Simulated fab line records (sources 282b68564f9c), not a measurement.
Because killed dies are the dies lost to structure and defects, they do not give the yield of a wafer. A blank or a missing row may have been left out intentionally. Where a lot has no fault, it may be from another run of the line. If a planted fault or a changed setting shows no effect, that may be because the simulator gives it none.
Which tool was responsible? :: flow ritCmos :: 14 lots (42 wafers sampled), 1 step of a 202-step route

== WHAT THE GAUGES SHOWED, per wafer ==
RIT_GATE_OVL_MEAS_17. Usual: GATE_OVL typically reads 0.9 nm, with standard deviation 1.2.
lot: L163
measured: day 2 15:38
on: overlay-01
GATE_OVL (nm): 2.5 1.2 1.8
flag: 

lot: L164
measured: day 2 18:20
on: overlay-02
GATE_OVL (nm): 2.4 2.1 2.8
flag: 

lot: L166
measured: day 3 07:44
on: overlay-02
GATE_OVL (nm): 0.7 -0.1 0.1
flag: 

lot: L168
measured: day 3 20:20
on: overlay-02
GATE_OVL (nm): 0.1 1.7 1.3
flag: 

lot: L169
measured: day 3 23:50
on: overlay-02
GATE_OVL (nm): 0.1 0.6 0.5
flag: 

lot: L170
measured: day 4 01:11
on: overlay-01
GATE_OVL (nm): 2.3 2.3 1.3
flag: 

lot: L171
measured: day 4 08:31
on: overlay-01
GATE_OVL (nm): 0.6 0.1 -0.2
flag: 

lot: L172
measured: day 4 15:42
on: overlay-01
GATE_OVL (nm): 3.2 3.3 3.4
flag: 

lot: L179
measured: day 6 03:47
on: overlay-02
GATE_OVL (nm): -1.7 -2.2 -0.3
flag: 

lot: L180
measured: day 6 08:49
on: overlay-02
GATE_OVL (nm): 1.2 0.7 1.2
flag: 

lot: L181
measured: day 6 17:19
on: overlay-01
GATE_OVL (nm): 1.6 2.6 0.5
flag: 

lot: L182
measured: day 6 21:05
on: overlay-02
GATE_OVL (nm): 1.0 2.0 1.4
flag: 

lot: L184
measured: day 6 23:58
on: overlay-02
GATE_OVL (nm): 2.3 1.8 0.7
flag: 

lot: L186
measured: day 7 12:19
on: overlay-02
GATE_OVL (nm): 1.7 0.6 0.7
flag: 

== WHICH TOOL RAN EACH LOT (tool, then ch and the chambers of the sampled wafers, then the start) ==
There is no process step in the record ahead of these readings.

== WHAT THE TOOLS THEMSELVES READ (means of the sampled wafers that have a number; where no wafer has one, the mark that the record gives instead) ==
The record holds no such reading with a usual standard deviation.

== THE ANSWER, worked out from the rows above alone ==
Rule: a lot is off if the mean of its wafers that have a number lies more than 3 standard deviations from the usual mean. A lot without any number at a reading at which 4 lots or more have one is off too. All remaining lots with rows at the step are treated as sound. After the gauges, taken in route order, come the tools' own readings; for these a lot's mean is taken, as printed above. The first step at which some lot is off is used, and at that step the reading that is off furthest; a lot without a number counts as furthest.
None of the lots is off at any reading shown; this tells nothing.

== WHAT WAS PUT IN BY THE SIMULATOR ==
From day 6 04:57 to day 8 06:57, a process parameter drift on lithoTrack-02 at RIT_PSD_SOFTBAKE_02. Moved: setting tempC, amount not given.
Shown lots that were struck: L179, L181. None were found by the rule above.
